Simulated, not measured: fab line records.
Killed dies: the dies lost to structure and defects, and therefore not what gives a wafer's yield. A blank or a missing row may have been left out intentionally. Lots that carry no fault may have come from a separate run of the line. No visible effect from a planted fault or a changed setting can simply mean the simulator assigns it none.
fab line records -- flow rit-cmos
record lots=14, wafers=42, last-day=7
route steps=202 shown SDANNEAL@156 PSD@157 NSD@158 PLDD@159 M1@202
lots with no fault: from the same line, run without faults
start-h: hours from the record's opening day to when the first of the lot's shown wafers began -- wait-h: hours since the lot's step before -- " repeats the value in the row above -- L1.1+2: several wafers, shown together as one row -- - no value, or no start given -- * or withheld: withheld -- < > ~ a bound
route shown NAME@n: NAME is a module with steps in the file, n the number in the route of the first one -- usual: average and standard deviation across the fault-free wafers -- same: alike in all rows -- chamber/n: place in a boat -- sites: the reading at each site -- _std_site: their standard deviation -- _edge_site: mean of outer sites minus mean of inner sites -- radius-mm: for every site, how far away it sits from the centre of the wafer -- mask NAME#n: copy n -- behind: tool/chamber where the wafer was last shaped -- hold: why the lot was held/for how many hours/how that ended -- device: the transistor (n, p or np) that didn't switch -- end of line: tests run on the same wafers once the route is complete -- a step without rows: its recipe alone -- killed: at the first sort, the dies lost to defects and structure; wafer yield is something else -- map: dies across one wafer; x = killed, . = not, _ = none there
set.NAME: setting as actually run; set.NAME@STEP: the setting as run at that earlier step -- model.NAME: the simulator's own value behind a step, which no gauge read
steps of the route over a sample of lots; a table a step, a row a wafer
## steps
# step RIT_SDANNEAL_RTA_03
# recipe temp-c=1050, time-s=5, idle-temp-c=600, ramp-up-c-per-s=342, ramp-down-c-per-s=171, cool-to-c=600, ambient=N2
# usual anneal-temp-c-max=1054.1/0.98, wafer_temp_C_max=1053.3/1.1
lot.wafer,tool,chamber,start-h,wait-h,anneal-temp-c-max,wafer_temp_C_max
L525.3,rtp-anneal-01,0,56.79,0.0,1055.0,1053.0
L525.5,rtp-anneal-01,0,56.79,0.0,1054.0,1051.5
L525.6,rtp-anneal-01,0,56.79,0.0,1055.2,1054.2
L526.2,rtp-anneal-02,0,61.68,0.0,1053.9,1055.3
L526.4,rtp-anneal-02,0,61.68,0.0,1053.4,1053.6
L526.5,rtp-anneal-02,0,61.68,0.0,1053.1,1052.4
L527.1,rtp-anneal-01,0,66.47,0.0,1053.9,1053.4
L527.2,rtp-anneal-01,0,66.47,0.0,1055.9,1053.3
L527.6,rtp-anneal-01,0,66.47,0.0,1054.2,1054.7
L529.3,rtp-anneal-01,0,75.63,0.0,1053.6,1052.7
L529.4,rtp-anneal-01,0,75.63,0.0,1056.3,1053.6
L529.5,rtp-anneal-01,0,75.63,0.0,1053.4,1054.9
L531.2,rtp-anneal-01,0,84.25,0.0,1054.7,1052.6
L531.3,rtp-anneal-01,0,84.25,0.0,1054.7,1054.0
L531.6,rtp-anneal-01,0,84.25,0.0,1055.0,1054.4
L532.1,rtp-anneal-02,0,90.77,0.0,1052.4,1052.2
L532.2,rtp-anneal-02,0,90.77,0.0,1053.3,1051.6
L532.4,rtp-anneal-02,0,90.77,0.0,1053.6,1052.3
L533.2,rtp-anneal-01,0,94.98,0.0,1054.6,1053.7
L533.3,rtp-anneal-01,0,94.98,0.0,1054.5,1050.9
L533.5,rtp-anneal-01,0,94.98,0.0,1055.6,1052.1
L535.1,rtp-anneal-01,0,104.51,0.0,1054.4,1052.1
L535.3,rtp-anneal-01,0,104.51,0.0,1054.6,1056.8
L535.4,rtp-anneal-01,0,104.51,0.0,1055.4,1053.1
L536.2,rtp-anneal-02,0,109.86,0.0,1054.0,1052.4
L536.3,rtp-anneal-02,0,109.86,0.0,1053.4,1052.1
L536.6,rtp-anneal-02,0,109.86,0.0,1053.4,1053.8
L537.1,rtp-anneal-01,0,115.27,0.0,1053.5,1052.7
L537.4,rtp-anneal-01,0,115.27,0.0,1055.0,1052.2
L537.6,rtp-anneal-01,0,115.27,0.0,1054.0,1054.0
L538.3,rtp-anneal-02,0,122.14,0.0,1054.5,1053.5
L538.5,rtp-anneal-02,0,122.14,0.0,1053.8,1051.2
L538.6,rtp-anneal-02,0,122.14,0.0,1053.1,1053.8
L542.2,rtp-anneal-02,0,145.63,0.0,1054.0,1053.1
L542.4,rtp-anneal-02,0,145.63,0.0,1052.8,1053.3
L542.6,rtp-anneal-02,0,145.63,0.0,1053.6,1053.7
L544.2,rtp-anneal-02,0,153.72,0.0,1054.5,1052.9
L544.4,rtp-anneal-02,0,153.72,0.0,1054.0,1054.7
L544.5,rtp-anneal-02,0,153.72,0.0,1053.2,1053.0
L546.1,rtp-anneal-02,0,159.23,0.0,1053.6,1055.3
L546.2,rtp-anneal-02,0,159.23,0.0,1053.8,1052.0
L546.4,rtp-anneal-02,0,159.23,0.0,1053.6,1053.7
# step RIT_SDANNEAL_RS_MEAS_04
# recipe thk-meas-gauge=four-point-probe
# usual PSD_RS=114.9/0.31
lot.wafer,tool,chamber,start-h,wait-h,PSD_RS[ohm/sq]
L525.3,film-metro-03,-,56.87,0.1,115.1
L525.5,film-metro-03,-,56.87,0.1,115.0
L525.6,film-metro-03,-,56.87,0.1,114.8
L526.2,film-metro-02,-,61.74,0.1,114.8
L526.4,film-metro-02,-,61.74,0.1,114.8
L526.5,film-metro-02,-,61.74,0.1,114.8
L527.1,film-metro-04,-,66.53,0.0,114.3
L527.2,film-metro-04,-,66.53,0.0,114.1
L527.6,film-metro-04,-,66.53,0.0,114.2
L529.3,film-metro-02,-,75.71,0.1,115.4
L529.4,film-metro-02,-,75.71,0.1,115.1
L529.5,film-metro-02,-,75.71,0.1,114.9
L531.2,film-metro-02,-,84.32,0.1,114.6
L531.3,film-metro-02,-,84.32,0.1,114.9
L531.6,film-metro-02,-,84.32,0.1,115.0
L532.1,film-metro-03,-,90.83,0.0,114.9
L532.2,film-metro-03,-,90.83,0.0,114.9
L532.4,film-metro-03,-,90.83,0.0,114.6
L533.2,film-metro-02,-,95.05,0.1,114.6
L533.3,film-metro-02,-,95.05,0.1,114.5
L533.5,film-metro-02,-,95.05,0.1,114.8
L535.1,film-metro-02,-,104.57,0.0,95.8
L535.3,film-metro-02,-,104.57,0.0,95.8
L535.4,film-metro-02,-,104.57,0.0,95.8
L536.2,film-metro-03,-,109.98,0.1,115.1
L536.3,film-metro-03,-,109.98,0.1,114.9
L536.6,film-metro-03,-,109.98,0.1,114.6
L537.1,film-metro-02,-,115.33,0.0,95.7
L537.4,film-metro-02,-,115.33,0.0,95.2
L537.6,film-metro-02,-,115.33,0.0,95.2
L538.3,film-metro-04,-,122.22,0.1,114.2
L538.5,film-metro-04,-,122.22,0.1,114.3
L538.6,film-metro-04,-,122.22,0.1,114.2
L542.2,film-metro-03,-,145.69,0.1,115.1
L542.4,film-metro-03,-,145.69,0.1,114.9
L542.6,film-metro-03,-,145.69,0.1,115.1
L544.2,film-metro-02,-,153.79,0.1,115.1
L544.4,film-metro-02,-,153.79,0.1,115.5
L544.5,film-metro-02,-,153.79,0.1,115.2
L546.1,film-metro-02,-,159.28,0.0,114.6
L546.2,film-metro-02,-,159.28,0.0,114.0
L546.4,film-metro-02,-,159.28,0.0,114.6
# step RIT_SDANNEAL_RS_MEAS_05
# recipe thk-meas-gauge=four-point-probe
# usual NSD_RS=84.52/0.27
lot.wafer,tool,chamber,start-h,wait-h,NSD_RS[ohm/sq]
L525.3,film-metro-03,-,56.99,0.1,84.52
L525.5,film-metro-03,-,56.99,0.1,84.41
L525.6,film-metro-03,-,56.99,0.1,84.59
L526.2,film-metro-02,-,61.86,0.1,85.02
L526.4,film-metro-02,-,61.86,0.1,84.97
L526.5,film-metro-02,-,61.86,0.1,84.73
L527.1,film-metro-04,-,66.65,0.1,84.86
L527.2,film-metro-04,-,66.65,0.1,84.82
L527.6,film-metro-04,-,66.65,0.1,84.67
L529.3,film-metro-02,-,75.83,0.1,84.62
L529.4,film-metro-02,-,75.83,0.1,84.47
L529.5,film-metro-02,-,75.83,0.1,84.59
L531.2,film-metro-02,-,84.44,0.1,84.51
L531.3,film-metro-02,-,84.44,0.1,85.04
L531.6,film-metro-02,-,84.44,0.1,84.37
L532.1,film-metro-03,-,90.95,0.1,84.47
L532.2,film-metro-03,-,90.95,0.1,84.59
L532.4,film-metro-03,-,90.95,0.1,84.64
L533.2,film-metro-02,-,95.17,0.1,84.36
L533.3,film-metro-02,-,95.17,0.1,83.83
L533.5,film-metro-02,-,95.17,0.1,84.05
L535.1,film-metro-02,-,104.69,0.1,83.42
L535.3,film-metro-02,-,104.69,0.1,83.47
L535.4,film-metro-02,-,104.69,0.1,83.57
L536.2,film-metro-03,-,110.10,0.1,84.74
L536.3,film-metro-03,-,110.10,0.1,84.63
L536.6,film-metro-03,-,110.10,0.1,84.85
L537.1,film-metro-02,-,115.45,0.1,83.44
L537.4,film-metro-02,-,115.45,0.1,83.34
L537.6,film-metro-02,-,115.45,0.1,83.44
L538.3,film-metro-04,-,122.34,0.1,84.38
L538.5,film-metro-04,-,122.34,0.1,84.66
L538.6,film-metro-04,-,122.34,0.1,84.67
L542.2,film-metro-03,-,145.81,0.1,84.55
L542.4,film-metro-03,-,145.81,0.1,84.64
L542.6,film-metro-03,-,145.81,0.1,84.94
L544.2,film-metro-02,-,153.91,0.1,84.64
L544.4,film-metro-02,-,153.91,0.1,85.01
L544.5,film-metro-02,-,153.91,0.1,84.39
L546.1,film-metro-02,-,159.40,0.1,84.86
L546.2,film-metro-02,-,159.40,0.1,85.01
L546.4,film-metro-02,-,159.40,0.1,84.81
# step RIT_SDANNEAL_RS_MEAS_06
# recipe thk-meas-gauge=four-point-probe
# usual PLDD_RS=179.2/0.5
lot.wafer,tool,chamber,start-h,wait-h,PLDD_RS[ohm/sq]
L525.3,film-metro-03,-,57.11,0.1,180.1
L525.5,film-metro-03,-,57.11,0.1,180.0
L525.6,film-metro-03,-,57.11,0.1,179.9
L526.2,film-metro-02,-,61.98,0.1,178.8
L526.4,film-metro-02,-,61.98,0.1,178.9
L526.5,film-metro-02,-,61.98,0.1,179.9
L527.1,film-metro-04,-,66.77,0.1,179.7
L527.2,film-metro-04,-,66.77,0.1,178.6
L527.6,film-metro-04,-,66.77,0.1,178.7
L529.3,film-metro-02,-,75.95,0.1,179.9
L529.4,film-metro-02,-,75.95,0.1,179.7
L529.5,film-metro-02,-,75.95,0.1,179.6
L531.2,film-metro-02,-,84.56,0.1,178.7
L531.3,film-metro-02,-,84.56,0.1,179.0
L531.6,film-metro-02,-,84.56,0.1,179.7
L532.1,film-metro-03,-,91.07,0.1,179.8
L532.2,film-metro-03,-,91.07,0.1,179.8
L532.4,film-metro-03,-,91.07,0.1,179.6
L533.2,film-metro-02,-,95.29,0.1,178.9
L533.3,film-metro-02,-,95.29,0.1,178.4
L533.5,film-metro-02,-,95.29,0.1,179.4
L535.1,film-metro-02,-,104.81,0.1,161.8
L535.3,film-metro-02,-,104.81,0.1,162.6
L535.4,film-metro-02,-,104.81,0.1,162.7
L536.2,film-metro-03,-,110.22,0.1,179.5
L536.3,film-metro-03,-,110.22,0.1,179.6
L536.6,film-metro-03,-,110.22,0.1,179.5
L537.1,film-metro-02,-,115.57,0.1,162.5
L537.4,film-metro-02,-,115.57,0.1,161.9
L537.6,film-metro-02,-,115.57,0.1,161.8
L538.3,film-metro-04,-,122.46,0.1,178.6
L538.5,film-metro-04,-,122.46,0.1,178.2
L538.6,film-metro-04,-,122.46,0.1,178.3
L542.2,film-metro-03,-,145.93,0.1,178.9
L542.4,film-metro-03,-,145.93,0.1,179.3
L542.6,film-metro-03,-,145.93,0.1,179.1
L544.2,film-metro-02,-,154.03,0.1,178.5
L544.4,film-metro-02,-,154.03,0.1,178.5
L544.5,film-metro-02,-,154.03,0.1,178.6
L546.1,film-metro-02,-,159.52,0.1,179.1
L546.2,film-metro-02,-,159.52,0.1,178.5
L546.4,film-metro-02,-,159.52,0.1,178.4
# step RIT_M1_PROBE_99
# usual killed-at-contacts=0.1/0.25, killed-at-front-end=7.1/2.9, killed-dies=7.2/2.9, killed-open=3.6/1.9, killed-short=3.5/1.9
# same gross-dies=264, killed_at_M0_to_M3=0, killed_at_M4_up=0, killed-at-back-side=0, killed-at-other=0
lot.wafer,tool,chamber,start-h,wait-h,killed-at-contacts,killed-at-front-end,killed-dies,killed-open,killed-short
L536.2,prober-01,-,117.61,0.1,0,5,5,4,1
L536.3,prober-01,-,117.66,0.2,0,5,5,2,3
L536.6,prober-01,-,117.81,0.2,0,4,4,0,4
L537.1,prober-02,-,125.62,0.1,0,8,8,5,3
L537.4,prober-02,-,125.77,0.2,0,12,12,7,5
L537.6,prober-02,-,125.87,0.2,0,4,4,2,2
# killed by level:class
L536.2 FOX2:geometric-particle:open=2 GATE:geometric-particle:open=2 GATE:geometric-particle:short=1
L536.3 REOX:geometric-particle:short=2 GATE:geometric-particle:short=1 GATE:geometric-particle:open=1 REOX:geometric-particle:open=1
L536.6 REOX:geometric-particle:short=2 GATE:geometric-particle:short=1 SILICIDE:geometric-particle:short=1
L537.1 FOX2:geometric-particle:open=2 GATE:geometric-particle:short=2 GATE:geometric-particle:open=1 REOX:geometric-particle:open=1 SPACER:geometric-particle:open=1 SILICIDE:geometric-particle:short=1
L537.4 SILICIDE:geometric-particle:short=3 GATE:geometric-particle:short=2 GATE:geometric-particle:open=2 SPACER:geometric-particle:open=2 SILICIDE:geometric-particle:open=2 FOX1:geometric-particle:open=1
L537.6 FOX1:geometric-particle:open=2 GATE:geometric-particle:short=1 SILICIDE:geometric-particle:short=1
## key
first-sign step=RIT_SDANNEAL_RS_MEAS_04, reading=PSD_RS, direction=down, sigmas=63, usual=114.9, struck=95.6
effect step=RIT_SDANNEAL_RS_MEAS_05, reading=NSD_RS, direction=down, sigmas=4, usual=84.52, struck=83.45
effect step=RIT_SDANNEAL_RS_MEAS_06, reading=PLDD_RS, direction=down, sigmas=34, usual=179.2, struck=162.2
met-at RIT_SDANNEAL_RTA_03
struck-lots L535,L537
tester-left-out L535,L537
onset-between 94.98 104.51
fault kind=process-parameter-drift, tool=rtp-anneal-01, chamber=-, onset-h=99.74, steps=RIT_SDANNEAL_RTA_03, channel=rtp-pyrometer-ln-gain, offset=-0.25, shape=step, end-h=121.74
# tester-left-out: of these lots the tester's yield and bins aren't shown, on N5 and GAA mostly nor the transistor test; their killed dies are dies lost to structure and defects alone, not to doping, threshold or leakage, so they don't give the yield
